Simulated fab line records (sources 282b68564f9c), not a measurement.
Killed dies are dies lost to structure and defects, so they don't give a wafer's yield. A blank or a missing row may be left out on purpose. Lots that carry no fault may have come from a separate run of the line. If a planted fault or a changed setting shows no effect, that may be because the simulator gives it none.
Which tool was responsible? || flow rit_cmos || 42 wafers from 14 lots sampled at 2 of the route's 202 steps

== WHAT THE GAUGES SHOWED, per wafer ==
RIT_FOX1_THK_MEAS_01.
{"lot": "L885", "measured": "day 1 21:50", "on": "film_metro-02", "FOX1_OXIDE_THK (nm)": "343 338 343"}
{"lot": "L886", "measured": "day 2 05:23", "on": "film_metro-03", "FOX1_OXIDE_THK (nm)": "348 346 349"}
{"lot": "L887", "measured": "day 2 11:47", "on": "film_metro-04", "FOX1_OXIDE_THK (nm)": "342 339 343"}
{"lot": "L889", "measured": "day 2 19:41", "on": "film_metro-04", "FOX1_OXIDE_THK (nm)": "340 342 345"}
{"lot": "L890", "measured": "day 3 01:16", "on": "film_metro-03", "FOX1_OXIDE_THK (nm)": "355 360 359"}
{"lot": "L891", "measured": "day 3 05:08", "on": "film_metro-03", "FOX1_OXIDE_THK (nm)": "354 350 362"}
{"lot": "L893", "measured": "day 3 15:34", "on": "film_metro-03", "FOX1_OXIDE_THK (nm)": "346 342 348"}
{"lot": "L894", "measured": "day 3 20:50", "on": "film_metro-04", "FOX1_OXIDE_THK (nm)": "340 343 337"}
{"lot": "L895", "measured": "day 4 00:43", "on": "film_metro-04", "FOX1_OXIDE_THK (nm)": "273 269 270"}
{"lot": "L897", "measured": "day 4 10:14", "on": "film_metro-04", "FOX1_OXIDE_THK (nm)": "263 260 265"}
{"lot": "L899", "measured": "day 4 19:55", "on": "film_metro-02", "FOX1_OXIDE_THK (nm)": "356 359 345"}
{"lot": "L904", "measured": "day 5 20:54", "on": "film_metro-03", "FOX1_OXIDE_THK (nm)": "360 360 356"}
{"lot": "L906", "measured": "day 6 06:56", "on": "film_metro-03", "FOX1_OXIDE_THK (nm)": "351 353 355"}
{"lot": "L907", "measured": "day 6 11:50", "on": "film_metro-03", "FOX1_OXIDE_THK (nm)": "353 350 357"}

== TOOL THAT RAN EACH LOT (tool first, then ch and the chambers of the sampled wafers, then the start) ==
{"lot": "L885", "RIT_FOX1_OXIDATION_00": "furnace-03 ch 0, day 1 20:31"}
{"lot": "L886", "RIT_FOX1_OXIDATION_00": "furnace-03 ch 0, day 2 04:04"}
{"lot": "L887", "RIT_FOX1_OXIDATION_00": "furnace-03 ch 0, day 2 10:28"}
{"lot": "L889", "RIT_FOX1_OXIDATION_00": "furnace-03 ch 0, day 2 18:22"}
{"lot": "L890", "RIT_FOX1_OXIDATION_00": "furnace-01 ch 0, day 2 23:56"}
{"lot": "L891", "RIT_FOX1_OXIDATION_00": "furnace-01 ch 0, day 3 03:47"}
{"lot": "L893", "RIT_FOX1_OXIDATION_00": "furnace-03 ch 0, day 3 14:15"}
{"lot": "L894", "RIT_FOX1_OXIDATION_00": "furnace-03 ch 0, day 3 19:30"}
{"lot": "L895", "RIT_FOX1_OXIDATION_00": "furnace-03 ch 0, day 3 23:23"}
{"lot": "L897", "RIT_FOX1_OXIDATION_00": "furnace-03 ch 0, day 4 08:53"}
{"lot": "L899", "RIT_FOX1_OXIDATION_00": "furnace-04 ch 0, day 4 18:36"}
{"lot": "L904", "RIT_FOX1_OXIDATION_00": "furnace-01 ch 0, day 5 19:34"}
{"lot": "L906", "RIT_FOX1_OXIDATION_00": "furnace-04 ch 0, day 6 05:38"}
{"lot": "L907", "RIT_FOX1_OXIDATION_00": "furnace-04 ch 0, day 6 10:31"}
- RIT_FOX1_OXIDATION_00: target thk 350.7 nm, ox time 1130 s.

== WHAT THE TOOLS THEMSELVES READ (means of the sampled wafers that have a number; where no wafer has one, the mark that the record gives instead) ==
RIT_FOX1_OXIDATION_00.
{"lot": "L885", "tool": "furnace-03", "spike_tc_centre_C (C)": 1102.2, "spike_tc_load_C (C)": 1123, "spike_tc_source_C (C)": 1130, "tube_center_temp_C (C)": 1100, "tube_center_temp_C_max": 1102.6, "zone_power_centre_pct (%)": 52}
{"lot": "L886", "tool": "furnace-03", "spike_tc_centre_C (C)": 1101.5, "spike_tc_load_C (C)": 1124, "spike_tc_source_C (C)": 1130, "tube_center_temp_C (C)": 1100, "tube_center_temp_C_max": 1102.8, "zone_power_centre_pct (%)": 51}
{"lot": "L887", "tool": "furnace-03", "spike_tc_centre_C (C)": 1102.3, "spike_tc_load_C (C)": 1125, "spike_tc_source_C (C)": 1131, "tube_center_temp_C (C)": 1100, "tube_center_temp_C_max": 1102.4, "zone_power_centre_pct (%)": 51}
{"lot": "L889", "tool": "furnace-03", "spike_tc_centre_C (C)": 1101.5, "spike_tc_load_C (C)": 1122, "spike_tc_source_C (C)": 1132, "tube_center_temp_C (C)": 1100, "tube_center_temp_C_max": 1102.8, "zone_power_centre_pct (%)": 52}
{"lot": "L890", "tool": "furnace-01", "spike_tc_centre_C (C)": 1102.5, "spike_tc_load_C (C)": 1127, "spike_tc_source_C (C)": 1126, "tube_center_temp_C (C)": 1100, "tube_center_temp_C_max": 1102.7, "zone_power_centre_pct (%)": 46}
{"lot": "L891", "tool": "furnace-01", "spike_tc_centre_C (C)": 1103.4, "spike_tc_load_C (C)": 1128, "spike_tc_source_C (C)": 1126, "tube_center_temp_C (C)": 1100, "tube_center_temp_C_max": 1102.7, "zone_power_centre_pct (%)": 45}
{"lot": "L893", "tool": "furnace-03", "spike_tc_centre_C (C)": 1103.4, "spike_tc_load_C (C)": 1123, "spike_tc_source_C (C)": 1131, "tube_center_temp_C (C)": 1100, "tube_center_temp_C_max": 1102.6, "zone_power_centre_pct (%)": 52}
{"lot": "L894", "tool": "furnace-03", "spike_tc_centre_C (C)": 1101.4, "spike_tc_load_C (C)": 1123, "spike_tc_source_C (C)": 1132, "tube_center_temp_C (C)": 1100, "tube_center_temp_C_max": 1102.9, "zone_power_centre_pct (%)": 52}
{"lot": "L895", "tool": "furnace-03", "spike_tc_centre_C (C)": 1062.8, "spike_tc_load_C (C)": 1081, "spike_tc_source_C (C)": 1089, "tube_center_temp_C (C)": 1060, "tube_center_temp_C_max": 1062.7, "zone_power_centre_pct (%)": 49}
{"lot": "L897", "tool": "furnace-03", "spike_tc_centre_C (C)": 1062.5, "spike_tc_load_C (C)": 1083, "spike_tc_source_C (C)": 1091, "tube_center_temp_C (C)": 1060, "tube_center_temp_C_max": 1063.0, "zone_power_centre_pct (%)": 49}
{"lot": "L899", "tool": "furnace-04", "spike_tc_centre_C (C)": 1101.2, "spike_tc_load_C (C)": 1132, "spike_tc_source_C (C)": 1123, "tube_center_temp_C (C)": 1100, "tube_center_temp_C_max": 1102.9, "zone_power_centre_pct (%)": 56}
{"lot": "L904", "tool": "furnace-01", "spike_tc_centre_C (C)": 1102.7, "spike_tc_load_C (C)": 1129, "spike_tc_source_C (C)": 1124, "tube_center_temp_C (C)": 1100, "tube_center_temp_C_max": 1102.8, "zone_power_centre_pct (%)": 46}
{"lot": "L906", "tool": "furnace-04", "spike_tc_centre_C (C)": 1100.7, "spike_tc_load_C (C)": 1132, "spike_tc_source_C (C)": 1124, "tube_center_temp_C (C)": 1100, "tube_center_temp_C_max": 1103.2, "zone_power_centre_pct (%)": 56}
{"lot": "L907", "tool": "furnace-04", "spike_tc_centre_C (C)": 1101.4, "spike_tc_load_C (C)": 1131, "spike_tc_source_C (C)": 1122, "tube_center_temp_C (C)": 1100, "tube_center_temp_C_max": 1102.8, "zone_power_centre_pct (%)": 56}

== THE ANSWER, worked out from the rows above alone ==
Rule: what is usual is taken from the lots themselves. Put in order of their means at a reading, lots are off if they are a third of the lots or fewer, leave a main group of 4 or more, and stand apart from it by a gap of 3 or more times the standard deviation of the main group's means; of several such gaps the widest counts. Not used: any main group whose means are identical at the precision the tables above print for the reading. Also off: a lot with no number at a reading for which 4 or more lots have one. All remaining lots with rows at the step are treated as sound. First the gauges in route order, then the tools' own readings, where a lot's mean is used as printed above. The first step at which some lot is off is used, and at that step the reading that is off furthest; a lot without a number counts as furthest.
Off: L895, L897, seen at RIT_FOX1_THK_MEAS_01 (FOX1_OXIDE_THK). Mean 349 nm and standard deviation 6.6 in the main group.
A tool fits if, at a process step before that reading, it ran every lot that is off, and no sound lot after the first of them. Not tried: the gauges at RIT_FOX1_THK_MEAS_01; whatever is off there is also off at RIT_FOX1_OXIDATION_00, on other tools, and gauge error can't account for it. One candidate fits, namely furnace-03 at RIT_FOX1_OXIDATION_00. Its last sound lot is L894 (day 3 19:30), its first lot that is off L895 (day 3 23:23): a fault that began between those two fits.
The tool's own readings at RIT_FOX1_OXIDATION_00 bear it out: on the lots that are off they differ by more than 5 times the standard deviation of the sound lots' means. spike_tc_centre_C reads 1062.7 C there against 1102.0 C on the sound lots; spike_tc_load_C reads 1082 C there against 1127 C on the sound lots; spike_tc_source_C reads 1090 C there against 1128 C on the sound lots; tube_center_temp_C reads 1060 C there against 1100 C on the sound lots; tube_center_temp_C_max reads 1062.8 there against 1102.8 on the sound lots.

== WHAT THE SIMULATOR HAD PUT IN ==
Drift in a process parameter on furnace-03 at RIT_FOX1_OXIDATION_00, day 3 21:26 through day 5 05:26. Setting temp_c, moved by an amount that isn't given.
Shown lots that were struck: L895, L897. Same finding as the rule above.
